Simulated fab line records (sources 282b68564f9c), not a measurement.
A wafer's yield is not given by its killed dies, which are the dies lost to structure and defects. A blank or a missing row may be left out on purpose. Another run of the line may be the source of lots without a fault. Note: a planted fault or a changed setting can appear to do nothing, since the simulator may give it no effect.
A lot that was struck, set against a sound lot | flow rit-cmos | 43 out of 202 route steps
Sound: these wafers, L525.1, L525.3, L525.4. Struck: wafers L518.1, L518.4, L518.5. The cause is named last.
Order at every step that has rows: each side's tool, ch and its chambers, its first start. Under that, the readings that differ: sound wafers | struck wafers | difference of the means | sigmas: that difference in standard deviations of wafers without a fault.
alike: readings with means less than 2 such deviations apart, plus words and numbers identical on both sides. not compared: withheld readings, readings lacking a value on some wafer, bounds such as >300 that could conceal the same value, and numbers that have no deviation in the record and whose values overlap.
A row with sigmas, a row that says differs or no value, or rows on one side alone: a step with any of these is where the two part. Numbers that have no deviation but don't overlap get no sigmas and don't part them. Lack of a reading on every wafer of one side parts them only where that side has two or more wafers.

first, 2 steps without rows for these wafers: RIT_SDANNEAL_CLEAN_02 (cleans in SC2, time 600 s); RIT_SDANNEAL_RTA_03 (time 5 s).
RIT_SDANNEAL_RS_MEAS_04: uses a four-point probe to measure.
  sound on film-metro-02 at day 6 11:15; struck on film-metro-03 at day 5 03:49
  reading         | sound                | struck               | difference | sigmas
  PSD_RS (ohm/sq) | 115.45 115.16 115.95 | 116.28 116.29 116.11 | +0.71      | +2
RIT_SDANNEAL_RS_MEAS_05: uses a four-point probe to measure.
  sound on film-metro-02 at day 6 11:22; struck on film-metro-03 at day 5 03:56
  alike: NSD_RS
RIT_SDANNEAL_RS_MEAS_06: uses a four-point probe to measure.
  sound on film-metro-02 at day 6 11:29; struck on film-metro-03 at day 5 04:04
  alike: PLDD_RS
RIT_SDANNEAL_RS_MEAS_07: uses a four-point probe to measure.
  sound on film-metro-02 at day 6 11:37; struck on film-metro-03 at day 5 04:11
  alike: NLDD_RS
then, 1 step without rows for these wafers: RIT_SILICIDE_WET_ETCH_00 (etches SiO2 in BOE, target depth 14 nm, time 15 s).
RIT_SILICIDE_SPUTTER_01: material Ti, target thk 30 nm, time 240 s.
  sound on pvd-sputter-03 at day 6 11:44; struck on pvd-sputter-04 at day 5 04:19
  alike: throttle-valve-pct
RIT_SILICIDE_RS_MEAS_02: uses a four-point probe to measure.
  sound on film-metro-03 at day 6 11:53; struck on film-metro-01 at day 5 04:28
  alike: SILICIDE_TI_RS
RIT_SILICIDE_THK_MEAS_03: measures by xrf.
  sound on film-metro-03 at day 6 12:01; struck on film-metro-01 at day 5 04:35
  alike: SILICIDE_TI_THK
RIT_SILICIDE_RTA_04: time 10 s, ramp up 5 s, ramp down 5 s.
  sound on rtp-anneal-02 ch 0, day 6 12:04; struck on rtp-anneal-01 ch 0, day 5 04:38
  alike: wafer_temp_C_max
then, 1 step without rows for these wafers: RIT_SILICIDE_WET_ETCH_05 (etches Ti in SPM, time 120 s).
RIT_SILICIDE_RTA_06: time 10 s, ramp up 5 s, ramp down 10 s.
  sound on rtp-anneal-01 ch 0, day 6 12:11; struck on rtp-anneal-02 ch 0, day 5 04:45
  reading          | sound             | struck            | difference | sigmas
  wafer_temp_C_max | 757.6 758.2 755.9 | 754.1 753.7 753.8 | -3.4       | -2
then, 1 step without rows for these wafers: RIT_CONTACT_CVD_00 (deposits SiO2 from TEOS, target thk 400 nm, time 61 s).
RIT_CONTACT_THK_MEAS_01:
  sound on film-metro-04 at day 6 12:18; struck on film-metro-02 at day 5 04:52
  alike: CONTACT_TEOS_THK
then, 6 steps without rows for these wafers: RIT_CONTACT_HMDS_02 (prime time 60 s); RIT_CONTACT_COAT_03 (resist thk 1000 nm); RIT_CONTACT_SOFTBAKE_04 (time 60 s); RIT_CONTACT_EXPOSE_05 (exposes mask M11, target cd 1000 nm); RIT_CONTACT_PEB_06; RIT_CONTACT_DEVELOP_07 (develop time 120 s).
RIT_CONTACT_CD_MEAS_08 targets a cd of 1000 nm.
  sound on cd-sem-01 at day 6 13:27; struck on cd-sem-02 at day 5 06:08
  alike: cd-nm
RIT_CONTACT_OVL_MEAS_09:
  sound on overlay-02 at day 6 13:34; struck on overlay-01 at day 5 06:15
  alike: CONTACT_OVL
then, 2 steps without rows for these wafers: RIT_CONTACT_HARDBAKE_10 (time 60 s); RIT_CONTACT_ETCH_11 (etches SiO2 in CHF3/CF4/Ar, stops on TiSi2, target depth 480 nm, time 320 s).
RIT_CONTACT_STRIP_12: strips in O2, time 180 s.
  sound on plasma-asher-04 ch 0,1, day 6 13:57; struck on plasma-asher-03 ch 1, day 5 06:38
  alike: drypump-motor-current-A
  not compared: rf-hours-counter-h
RIT_CONTACT_CD_MEAS_90 targets a cd of 1000 nm.
  sound on cd-sem-02 at day 6 14:08; struck on cd-sem-02 at day 5 06:48
  alike: cd-nm
then, 2 steps without rows for these wafers: RIT_CONTACT_CLEAN_13 (cleans in SC1, time 600 s); RIT_CONTACT_CLEAN_14 (cleans in SC2, time 600 s).
RIT_M1_SPUTTER_00: material Al, target thk 400 nm, time 500 s.
  sound on pvd-sputter-02 at day 6 14:47; struck on pvd-sputter-02 at day 5 07:19
  alike: throttle-valve-pct
RIT_M1_RS_MEAS_01: uses a four-point probe to measure.
  sound on film-metro-04 at day 6 15:05; struck on film-metro-04 at day 5 07:36
  alike: M1_AL_RS
RIT_M1_THK_MEAS_02: measures by xrf.
  sound on film-metro-04 at day 6 15:12; struck on film-metro-04 at day 5 07:43
  alike: M1_AL_THK
then, 6 steps without rows for these wafers: RIT_M1_HMDS_03 (prime time 60 s); RIT_M1_COAT_04 (resist thk 1300 nm); RIT_M1_SOFTBAKE_05 (time 60 s); RIT_M1_EXPOSE_06 (exposes mask M12, target cd 2600 nm); RIT_M1_PEB_07; RIT_M1_DEVELOP_08 (develop time 68 s).
RIT_M1_CD_MEAS_09 targets a cd of 2600 nm.
  sound on cd-sem-01 at day 6 16:08; struck on cd-sem-02 at day 5 08:47
  alike: cd-nm
RIT_M1_OVL_MEAS_10:
  sound on overlay-01 at day 6 16:16; struck on overlay-02 at day 5 08:54
  alike: M1_OVL
then, 1 step without rows for these wafers: RIT_M1_HARDBAKE_11 (time 120 s).
RIT_M1_METAL_ETCH_12: etches Al in Cl2/BCl3, stops on SiO2, time 165 s, target depth 600 nm.
  sound on rie-metal-01 ch 0,1, day 6 16:33; struck on rie-metal-04 ch 0,1, day 5 09:11
  alike: drypump-motor-current-A, oes-product-au, throttle-valve-pct
  not compared: rf-hours-counter-h
RIT_M1_PROBE_99:
  sound on prober-01 at day 6 18:48; struck on prober-02 at day 5 12:31
  reading                           | sound             | struck            | difference | sigmas
  model.etest.npoly-sal.rs-ohm-sq   | 4.319 4.406 4.353 | 8.245 8.227 8.121 | +3.838     |
  model.etest.ppoly-sal.rs-ohm-sq   | 4.3 4.345 4.355   | 8.172 8.11 7.995  | +3.759     |
  model.etest.pplus-sal.rs-ohm-sq   | 4.281 4.424 4.324 | 8.102 8.095 8.052 | +3.740     |
  model.etest.nplus-sal.rs-ohm-sq   | 4.283 4.361 4.301 | 8.113 8.026 7.893 | +3.696     |
  model.etest.pplus-sal.line-ohm-um | 1.254 1.269 1.26  | 2.327 2.34 2.301  | +1.062     |
  model.etest.nplus-sal.line-ohm-um | 1.227 1.262 1.25  | 2.338 2.358 2.32  | +1.092     |
  model.etest.contact-pplus.rc-ohm  | 1.395 1.429 1.43  | 2.393 2.366 2.448 | +0.984     |
  model.etest.contact-nplus.rc-ohm  | 1.384 1.422 1.392 | 2.475 2.36 2.384  | +1.007     |
  alike: killed-at-contacts, killed-at-front-end, killed-dies, killed-open, killed-short

## WHERE THEY PART
At RIT_SDANNEAL_RS_MEAS_04 first; at RIT_SILICIDE_RTA_06 last (within this record only). Later steps at which nothing parts them and some readings are alike: RIT_CONTACT_THK_MEAS_01, RIT_CONTACT_CD_MEAS_08, RIT_CONTACT_OVL_MEAS_09, RIT_CONTACT_STRIP_12, RIT_CONTACT_CD_MEAS_90, RIT_M1_SPUTTER_00, RIT_M1_RS_MEAS_01, RIT_M1_THK_MEAS_02, RIT_M1_CD_MEAS_09, RIT_M1_OVL_MEAS_10, RIT_M1_METAL_ETCH_12, RIT_M1_PROBE_99.

WHY: the cause the simulator had injected
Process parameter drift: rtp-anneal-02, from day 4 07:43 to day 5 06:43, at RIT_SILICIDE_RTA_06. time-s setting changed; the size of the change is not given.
